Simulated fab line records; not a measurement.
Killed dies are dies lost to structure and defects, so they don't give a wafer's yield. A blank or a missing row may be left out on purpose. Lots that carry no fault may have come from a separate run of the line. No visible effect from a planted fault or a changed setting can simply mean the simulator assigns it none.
fab line records | flow rit-cmos
record: lots: 7 | wafers: 21 | last-day: 6
route steps=202 shown NWELL@30 PWELL@39 M1@202
lots that met no fault: taken from a fault-free run of the same line
start-h: hours from the record's opening day to when the first of the lot's shown wafers began | wait-h: time in hours since the lot's previous step | " repeats the value in the row above | L1.1+2: several wafers, shown together as one row | - either no value or no given start | * or withheld: withheld | < > ~ a bound
route shown NAME@n: a module of which the file shows steps, and the number in the route of the first | usual: mean/standard deviation taken from wafers without a fault | same: alike in all rows | chamber/n: place in a boat | sites: readings site by site | _std_site: standard deviation across them | _edge_site: outer sites' mean less inner sites' | radius-mm: how far each site lies from the wafer's centre | mask NAME#n: copy n | behind: the most recent tool/chamber to have shaped the wafer | hold: why the lot was held/for how many hours/how that ended | device: the n, p or np transistor that did not switch | end of line: the tests these same wafers got at the end of their route | a step with no rows: only its recipe | killed: the dies lost at the first sort to structure and to defects; this is not the yield of the wafer | map: a wafer's dies, x killed, . not, _ none there
set.NAME: the setting as run; set.NAME@STEP: as run at that earlier step | model.NAME: the simulator's own value behind a step, which no gauge read
a table for each step, a row for each wafer; lots at some steps of the route
services: from which hour (start-h, from the record's first day; less than 0 if before it) a tool's chamber was out of use, for how many hours, and why
== steps ==
step: RIT_NWELL_SOFTBAKE_02
recipe: resist: NOVOLAK | temp-c: 90 | time-s: 60
step: RIT_NWELL_EXPOSE_03
recipe: mask-id: M2 | na: 0.57 | target-cd-nm: 43900 | dose-mj: 250
step: RIT_NWELL_PEB_04
recipe: resist: NOVOLAK | temp-c: withheld | time-s: withheld
step: RIT_NWELL_DEVELOP_05
recipe: resist: NOVOLAK | develop-time-s: 68 | dev-temp-c: 23
step: RIT_NWELL_OVL_MEAS_06
usual: NWELL_OVL: 0.2/1.5
lot.wafer | tool       | chamber | start-h | wait-h | NWELL_OVL[nm]
L834.1    | overlay-01 | -       | 21.94   | -      | 0.3
L834.2    | "          | -       | "       | "      | 0.1
L834.3    | "          | -       | "       | "      | 0.7
L835.2    | overlay-01 | -       | 25.96   | -      | -1.7
L835.4    | "          | -       | "       | "      | -0.2
L835.5    | "          | -       | "       | "      | -2.6
L842.1    | overlay-02 | -       | 60.32   | -      | 1.1
L842.3    | "          | -       | "       | "      | 1.4
L842.5    | "          | -       | "       | "      | -1.0
L844.1    | overlay-02 | -       | 70.30   | -      | -0.6
L844.4    | "          | -       | "       | "      | -0.9
L844.6    | "          | -       | "       | "      | 1.8
L845.3    | overlay-01 | -       | 80.27   | -      | 0.4
L845.4    | "          | -       | "       | "      | 1.4
L845.5    | "          | -       | "       | "      | 0.3
L848.3    | overlay-01 | -       | 92.12   | -      | 0.8
L848.4    | "          | -       | "       | "      | 2.0
L848.5    | "          | -       | "       | "      | 1.7
L852.1    | overlay-01 | -       | 111.34  | -      | -0.8
L852.4    | "          | -       | "       | "      | 0.6
L852.5    | "          | -       | "       | "      | 0.2
step: RIT_NWELL_HARDBAKE_07
recipe: resist: NOVOLAK | temp-c: 140 | time-s: 120
step: RIT_NWELL_IMPLANT_08
recipe: species: P | energy-kev: 170 | dose-cm2: 5e+13 | tilt-deg: 7
step: RIT_NWELL_STRIP_09
recipe: chemistry: O2 | time-s: 180 | resist: NOVOLAK | platen-temp-c: withheld | power-w: 500 | pressure-mtorr: 4000 | o2-flow-sccm: 4000
usual: drypump-motor-current-A: 6.0/0.38
lot.wafer | tool            | chamber | start-h | wait-h | drypump-motor-current-A | rf-hours-counter-h
L834.1    | plasma-asher-03 | 0       | 22.37   | 0.1    | 6.5                     | 35
L834.2    | "               | 1       | "       | "      | 5.6                     | 35
L834.3    | "               | 1       | "       | "      | 5.6                     | -
L835.2    | plasma-asher-02 | 1       | 26.39   | 0.1    | 6.4                     | 24
L835.4    | "               | 1       | "       | "      | 6.4                     | -
L835.5    | "               | 0       | "       | "      | 6.1                     | -
L842.1    | plasma-asher-02 | 0       | 60.76   | 0.1    | 6.1                     | 27
L842.3    | "               | 1       | "       | "      | 6.4                     | -
L842.5    | "               | 1       | "       | "      | 6.4                     | -
L844.1    | plasma-asher-04 | 0       | 70.74   | 0.1    | 6.1                     | 42
L844.4    | "               | 0       | "       | "      | 6.0                     | -
L844.6    | "               | 0       | "       | "      | 6.0                     | -
L845.3    | plasma-asher-04 | 1       | 80.75   | 0.1    | 5.4                     | -
L845.4    | "               | 0       | "       | "      | 6.1                     | -
L845.5    | "               | 0       | "       | "      | 6.1                     | -
L848.3    | plasma-asher-04 | 0       | 92.68   | 0.1    | 6.0                     | -
L848.4    | "               | 1       | "       | "      | 5.4                     | -
L848.5    | "               | 1       | "       | "      | 5.4                     | -
L852.1    | plasma-asher-03 | 1       | 111.77  | 0.1    | 5.5                     | 45
L852.4    | "               | 1       | "       | "      | 5.5                     | -
L852.5    | "               | 1       | "       | "      | 5.6                     | -
step: RIT_NWELL_TW_MEAS_10
usual: NWELL_TW: 2146/14
lot.wafer | tool          | chamber | start-h | wait-h | NWELL_TW
L834.1    | film-metro-03 | -       | 22.55   | 0.1    | 2142
L834.2    | "             | -       | "       | "      | 2137
L834.3    | "             | -       | "       | "      | 2139
L835.2    | film-metro-04 | -       | 26.58   | 0.1    | 2157
L835.4    | "             | -       | "       | "      | 2165
L835.5    | "             | -       | "       | "      | 2171
L842.1    | film-metro-03 | -       | 60.93   | 0.1    | 2132
L842.3    | "             | -       | "       | "      | 2130
L842.5    | "             | -       | "       | "      | 2142
L844.1    | film-metro-03 | -       | 70.91   | 0.1    | 2138
L844.4    | "             | -       | "       | "      | 2139
L844.6    | "             | -       | "       | "      | 2129
L845.3    | film-metro-04 | -       | 80.89   | 0.1    | 2158
L845.4    | "             | -       | "       | "      | 2156
L845.5    | "             | -       | "       | "      | 2170
L848.3    | film-metro-04 | -       | 92.81   | 0.1    | 2170
L848.4    | "             | -       | "       | "      | 2160
L848.5    | "             | -       | "       | "      | 2162
L852.1    | film-metro-04 | -       | 111.95  | 0.1    | 2162
L852.4    | "             | -       | "       | "      | 2155
L852.5    | "             | -       | "       | "      | 2167
step: RIT_PWELL_HMDS_00
recipe: prime-time-s: 60 | prime-temp-c: 140
step: RIT_PWELL_COAT_01
recipe: resist: NOVOLAK | spin-rpm: 2000 | resist-thk-nm: 1300
step: RIT_PWELL_SOFTBAKE_02
recipe: resist: NOVOLAK | temp-c: 90 | time-s: 60
step: RIT_PWELL_EXPOSE_03
recipe: mask-id: M3 | na: 0.57 | target-cd-nm: 43700 | dose-mj: 250
lot.wafer  | tool             | chamber | start-h | wait-h | mask | model.PWELL.overlay-x-nm
L834.1+2+3 | iline-stepper-01 | 0       | 23.18   | 0.2    | M3#0 | -0.3854
L835.2+4+5 | iline-stepper-02 | 0       | 27.22   | 0.2    | M3#0 | -0.747
L842.1+3+5 | iline-stepper-01 | 0       | 61.57   | 0.2    | M3#0 | 239.7
L844.1+4+6 | iline-stepper-01 | 0       | 71.55   | 0.2    | M3#0 | 240.1
L845.3+4+5 | iline-stepper-01 | 0       | 81.54   | 0.1    | M3#0 | 239.8
L848.3+4+5 | iline-stepper-02 | 0       | 93.47   | 0.2    | M3#0 | -0.5608
L852.1+4+5 | iline-stepper-02 | 0       | 112.61  | 0.2    | M3#0 | -0.317
step: RIT_PWELL_PEB_04
recipe: resist: NOVOLAK | temp-c: withheld | time-s: withheld
step: RIT_PWELL_DEVELOP_05
recipe: resist: NOVOLAK | develop-time-s: 68 | dev-temp-c: 23
step: RIT_PWELL_OVL_MEAS_06
usual: PWELL_OVL: 0.6/1.7
lot.wafer | tool       | chamber | start-h | wait-h | PWELL_OVL[nm]
L834.1    | overlay-01 | -       | 23.61   | -      | 0.4
L834.2    | "          | -       | "       | "      | -0.8
L834.3    | "          | -       | "       | "      | -0.3
L835.2    | overlay-01 | -       | 27.64   | -      | -3.1
L835.4    | "          | -       | "       | "      | -2.0
L835.5    | "          | -       | "       | "      | -2.2
L842.1    | overlay-02 | -       | 62.05   | -      | 242.2
L842.3    | "          | -       | "       | "      | 244.4
L842.5    | "          | -       | "       | "      | 243.5
L844.1    | overlay-01 | -       | 71.98   | -      | 239.8
L844.4    | "          | -       | "       | "      | 242.2
L844.6    | "          | -       | "       | "      | 241.8
L845.3    | overlay-02 | -       | 82.04   | -      | 243.4
L845.4    | "          | -       | "       | "      | 240.9
L845.5    | "          | -       | "       | "      | 242.1
L848.3    | overlay-02 | -       | 93.88   | -      | -2.0
L848.4    | "          | -       | "       | "      | -1.3
L848.5    | "          | -       | "       | "      | -0.6
L852.1    | overlay-02 | -       | 113.04  | -      | 0.4
L852.4    | "          | -       | "       | "      | -3.0
L852.5    | "          | -       | "       | "      | 0.5
step: RIT_PWELL_HARDBAKE_07
recipe: resist: NOVOLAK | temp-c: 140 | time-s: 120
step: RIT_M1_PROBE_99
usual: killed-at-contacts: 0.1/0.25 | killed-at-front-end: 8/3.3 | killed-dies: 8/3.3 | killed-open: 3.9/2.1 | killed-short: 3.8/2.2
same: gross-dies: 264 | killed_at_M0_to_M3: 0 | killed_at_M4_up: 0 | killed-at-back-side: 0 | killed-at-other: 0
lot.wafer | tool      | chamber | start-h | wait-h | killed-at-contacts | killed-at-front-end | killed-dies | killed-open | killed-short | model.etest.well-edge-left.line-ohm-um | model.etest.well-edge-right.line-ohm-um | model.etest.iso-nwell-nwell.bv-v
L834.1    | prober-01 | -       | 63.52   | 0.1    | 0                  | 12                  | 12          | 4           | 8            | 181.8                                  | 182.7                                   | 22.25
L834.2    | prober-01 | -       | 63.57   | 0.1    | 0                  | 7                   | 7           | 3           | 4            | 183.2                                  | 182.2                                   | 22.27
L834.3    | prober-01 | -       | 63.62   | 0.2    | 0                  | 7                   | 7           | 5           | 2            | 181.6                                  | 183.3                                   | 22.27
L835.2    | prober-02 | -       | 68.44   | 0.1    | 1                  | 8                   | 9           | 6           | 3            | 182.4                                  | 181.2                                   | 22.27
L835.4    | prober-02 | -       | 68.54   | 0.2    | 0                  | 9                   | 9           | 5           | 4            | 179.6                                  | 181.3                                   | 21.99
L835.5    | prober-02 | -       | 68.59   | 0.2    | 0                  | 8                   | 8           | 4           | 4            | 183                                    | 180.9                                   | 22.14
L842.1    | prober-02 | -       | 98.70   | 0.1    | 0                  | 4                   | 4           | 1           | 3            | 201.1                                  | 170.6                                   | 20.77
L842.3    | prober-02 | -       | 98.80   | 0.2    | 0                  | 15                  | 15          | 9           | 6            | 203.9                                  | 167.3                                   | 20.95
L842.5    | prober-02 | -       | 98.90   | 0.2    | 0                  | 11                  | 11          | 4           | 7            | 206                                    | 168.3                                   | 20.69
L844.1    | prober-02 | -       | 107.80  | 0.1    | 0                  | 11                  | 11          | 5           | 6            | 203.7                                  | 167.9                                   | 20.79
L844.4    | prober-02 | -       | 107.95  | 0.2    | 0                  | 7                   | 7           | 6           | 1            | 200.8                                  | 165.5                                   | 20.78
L844.6    | prober-02 | -       | 108.05  | 0.2    | 0                  | 5                   | 5           | 1           | 4            | 204.1                                  | 167.2                                   | 20.84
L845.3    | prober-01 | -       | 118.77  | 0.2    | 0                  | 8                   | 8           | 2           | 6            | 202.3                                  | 169.2                                   | 20.7
L845.4    | prober-01 | -       | 118.82  | 0.2    | 0                  | 9                   | 9           | 7           | 2            | 203.8                                  | 168.4                                   | 20.93
L845.5    | prober-01 | -       | 118.87  | 0.2    | 0                  | 5                   | 5           | 3           | 2            | 207.8                                  | 167.8                                   | 20.38
L848.3    | prober-02 | -       | 129.52  | 0.2    | 0                  | 5                   | 5           | 2           | 3            | 181.7                                  | 181.7                                   | 22.08
L848.4    | prober-02 | -       | 129.57  | 0.2    | 0                  | 4                   | 4           | 3           | 1            | 179.7                                  | 183.4                                   | 22.19
L848.5    | prober-02 | -       | 129.62  | 0.2    | 0                  | 5                   | 5           | 4           | 1            | 181.8                                  | 183.9                                   | 22.14
killed by level:class
L834.1 GATE:geometric-particle:short=5 FOX1:geometric-particle:open=2 SPACER:geometric-particle:short=2 FOX2:geometric-particle:open=1 GATE:geometric-particle:open=1 REOX:geometric-particle:short=1
L834.2 SPACER:geometric-particle:open=2 FOX2:geometric-particle:short=1 GATE:geometric-particle:short=1 GATE:geometric-particle:open=1 SPACER:geometric-particle:short=1 SILICIDE:geometric-particle:short=1
L834.3 FOX1:geometric-particle:open=2 FOX2:geometric-particle:open=2 GATE:geometric-particle:short=1 REOX:geometric-particle:short=1 REOX:geometric-particle:open=1
L835.2 SILICIDE:geometric-particle:open=2 FOX1:geometric-particle:open=1 GATE:geometric-particle:open=1 GATE:geometric-particle:short=1 REOX:geometric-particle:open=1 SPACER:geometric-particle:open=1 SILICIDE:geometric-particle:short=1 CONTACT:geometric-particle:short=1
L835.4 GATE:geometric-particle:open=2 SPACER:geometric-particle:short=2 FOX1:geometric-particle:open=1 GATE:geometric-particle:short=1 SPACER:geometric-particle:open=1 SILICIDE:geometric-particle:open=1 SILICIDE:geometric-particle:short=1
L835.5 GATE:geometric-particle:open=3 SILICIDE:geometric-particle:short=2 FOX1:geometric-particle:short=1 FOX2:geometric-particle:open=1 GATE:geometric-particle:short=1
L842.1 FOX2:geometric-particle:open=1 GATE:geometric-particle:short=1 REOX:geometric-particle:short=1 SPACER:geometric-particle:short=1
L842.3 GATE:geometric-particle:open=3 FOX1:geometric-particle:short=2 FOX1:geometric-particle:open=2 GATE:geometric-particle:short=2 SILICIDE:geometric-particle:open=2 FOX2:geometric-particle:short=1 REOX:geometric-particle:open=1 SPACER:geometric-particle:open=1
L842.5 FOX1:geometric-particle:short=3 FOX2:geometric-particle:short=2 FOX1:geometric-particle:open=1 SPACER:geometric-particle:open=1 GATE:geometric-particle:open=1 GATE:geometric-particle:short=1 SILICIDE:geometric-particle:open=1 SILICIDE:geometric-particle:short=1
L844.1 GATE:geometric-particle:short=2 REOX:geometric-particle:open=2 REOX:geometric-particle:short=2 SPACER:geometric-particle:open=2 FOX1:geometric-particle:short=1 FOX2:geometric-particle:open=1 SPACER:geometric-particle:short=1
L844.4 FOX2:geometric-particle:open=2 GATE:geometric-particle:open=2 FOX1:geometric-particle:open=1 REOX:geometric-particle:short=1 SILICIDE:geometric-particle:open=1
L844.6 SILICIDE:geometric-particle:short=2 FOX2:geometric-particle:open=1 FOX2:geometric-particle:short=1 GATE:geometric-particle:short=1
L845.3 GATE:geometric-particle:open=2 GATE:geometric-particle:short=2 SPACER:geometric-particle:short=2 FOX2:geometric-particle:short=1 SILICIDE:geometric-particle:short=1
L845.4 GATE:geometric-particle:open=4 REOX:geometric-particle:open=2 FOX2:geometric-particle:open=1 SPACER:geometric-particle:short=1 SILICIDE:geometric-particle:short=1
L845.5 GATE:geometric-particle:open=2 SILICIDE:geometric-particle:short=2 REOX:geometric-particle:open=1
L848.3 GATE:geometric-particle:short=3 FOX1:geometric-particle:open=1 GATE:geometric-particle:open=1
L848.4 GATE:geometric-particle:open=2 FOX2:geometric-particle:short=1 SPACER:geometric-particle:open=1
L848.5 GATE:geometric-particle:open=2 FOX2:geometric-particle:open=1 FOX2:geometric-particle:short=1 REOX:geometric-particle:open=1
== services ==
tool             | chamber | start-h | hours | kind
iline-stepper-01 | -       | 11.16   | 5.0   | repair
plasma-asher-04  | -       | 20.89   | 2.8   | pm
iline-stepper-01 | -       | 24.98   | 1.7   | pm
iline-stepper-01 | 0       | 82.56   | -     | calibration
plasma-asher-03  | -       | 99.70   | 4.1   | repair
plasma-asher-04  | -       | 108.75  | 9.0   | pm
plasma-asher-04  | 0       | 108.75  | 9.0   | vent-cycle
plasma-asher-04  | 1       | 108.75  | 9.0   | vent-cycle
== key ==
first-sign: step: RIT_PWELL_OVL_MEAS_06 | reading: PWELL_OVL | direction: up | sigmas: 99+ | usual: 0.6 | struck: 242.3
effect none on later readings
model-effect: step: RIT_PWELL_EXPOSE_03 | value: PWELL.overlay-x-nm | without: -0.1101 | struck: 239.9
model-effect: step: RIT_M1_PROBE_99 | value: etest.well-edge-left.line-ohm-um | without: 182.6 | struck: 203.7
met-at RIT_PWELL_EXPOSE_03
struck-wafers L842.1,L842.3,L842.5,L844.1,L844.4,L844.6,L845.3,L845.4,L845.5
tester-left-out L842,L844,L845
onset-between 23.18 61.57
fault: kind: scanner-matching-overlay | tool: iline-stepper-01 | chamber: - | onset-h: 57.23 | steps: RIT_PWELL_EXPOSE_03 | offset: 240
tester-left-out: of these lots the tester's yield and bins aren't shown, on N5 and GAA mostly nor the transistor test; their killed dies are dies lost to structure and defects alone, not to doping, threshold or leakage, so they don't give the yield
